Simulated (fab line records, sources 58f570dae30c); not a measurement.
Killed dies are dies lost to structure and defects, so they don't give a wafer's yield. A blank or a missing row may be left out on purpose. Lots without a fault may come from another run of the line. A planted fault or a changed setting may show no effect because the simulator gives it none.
A struck lot beside a sound one | flow berkeley_cmos170 | 14 steps out of a route of 331
Sound: wafers L790.1, L790.4, L790.6. Struck: wafers L802.3, L802.5, L802.6. The cause comes at the end.
At each step with rows: each side's tool, then ch and its chambers, then its first start. Under that, the readings that differ: sound wafers | struck wafers | difference of the means | sigmas: that difference in standard deviations of wafers without a fault.
alike: readings whose means differ by less than 2 such deviations, and words and numbers that are the same on both sides. not compared: withheld readings, readings that some wafer has no value for, bounds like >300 that may hide the same value, and numbers for which the record gives no deviation and whose values overlap.
The two part at a step that has a row with sigmas, a row that says differs or no value, or rows on one side only. Numbers that don't overlap but have no deviation are shown without sigmas and don't part them. A reading that every wafer of one side lacks parts them only if that side has two wafers or more.

UCB170_M1_RS_MEAS_01: measures by four-point-probe.
  sound on film_metro-03, day 6 11:28; struck on film_metro-03, day 10 10:51
  alike: M1_AL_RS
UCB170_M1_THK_MEAS_02: measures by xrf.
  sound on film_metro-03, day 6 11:35; struck on film_metro-03, day 10 10:57
  alike: M1_AL_THK
then, 6 steps without rows for these wafers: UCB170_M1_COAT_03; UCB170_M1_COAT_04 (resist thk 900 nm); UCB170_M1_SOFTBAKE_05 (time 60 s); UCB170_M1_EXPOSE_06 (exposes mask METAL1, target cd 700 nm); UCB170_M1_PEB_07; UCB170_M1_DEVELOP_08 (develop time 45 s).
UCB170_M1_CD_MEAS_09: target cd 700 nm.
  sound on cd_sem-01, day 6 12:33; struck on cd_sem-02, day 10 11:52
  alike: cd_nm
UCB170_M1_OVL_MEAS_10:
  sound on overlay-02, day 6 12:40; struck on overlay-01, day 10 11:58
  alike: M1_OVL
UCB170_M1_ETCH_11: etches BARC in N2/H2.
  sound on rie_diel-04 ch 0,2, day 6 12:42; struck on rie_diel-03 ch 0,3, day 10 11:59
  alike: drypump_motor_current_A, oes_product_au, throttle_valve_pct
UCB170_M1_METAL_ETCH_12: etches Al in Cl2/BCl3, stops on PSG, target depth 780 nm, time 130 s.
  sound on rie_metal-04 ch 1, day 6 12:45; struck on rie_metal-04 ch 0,1, day 10 12:05
  alike: drypump_motor_current_A, oes_product_au, throttle_valve_pct
  not compared: rf_hours_counter_h
UCB170_M1_STRIP_13: strips in O2.
  sound on plasma_asher-02 ch 0, day 6 12:55; struck on plasma_asher-03 ch 0,1, day 10 12:12
  no value came back on the struck wafers for chamber_pressure_mTorr (mTorr), drypump_motor_current_A (A), oes_product_au (a.u.); on the sound wafers chamber_pressure_mTorr (mTorr) reads 3501 3499 3500
  reading                             | sound | struck          | difference | sigmas
  model.KrF_of_M1_COAT_04.thk_nm (nm) | 0 0 0 | 424.6 421.6 421 | +422.4     |
  not compared: rf_hours_counter_h
UCB170_M1_CD_MEAS_90: target cd 700 nm.
  sound on cd_sem-01, day 6 13:01; struck on cd_sem-02, day 10 12:18
  alike: cd_nm

WHERE THEY PART
Only at UCB170_M1_STRIP_13, within this record. Later steps at which nothing parts them and some readings are alike: UCB170_M1_CD_MEAS_90.

WHY: what the simulator had put in
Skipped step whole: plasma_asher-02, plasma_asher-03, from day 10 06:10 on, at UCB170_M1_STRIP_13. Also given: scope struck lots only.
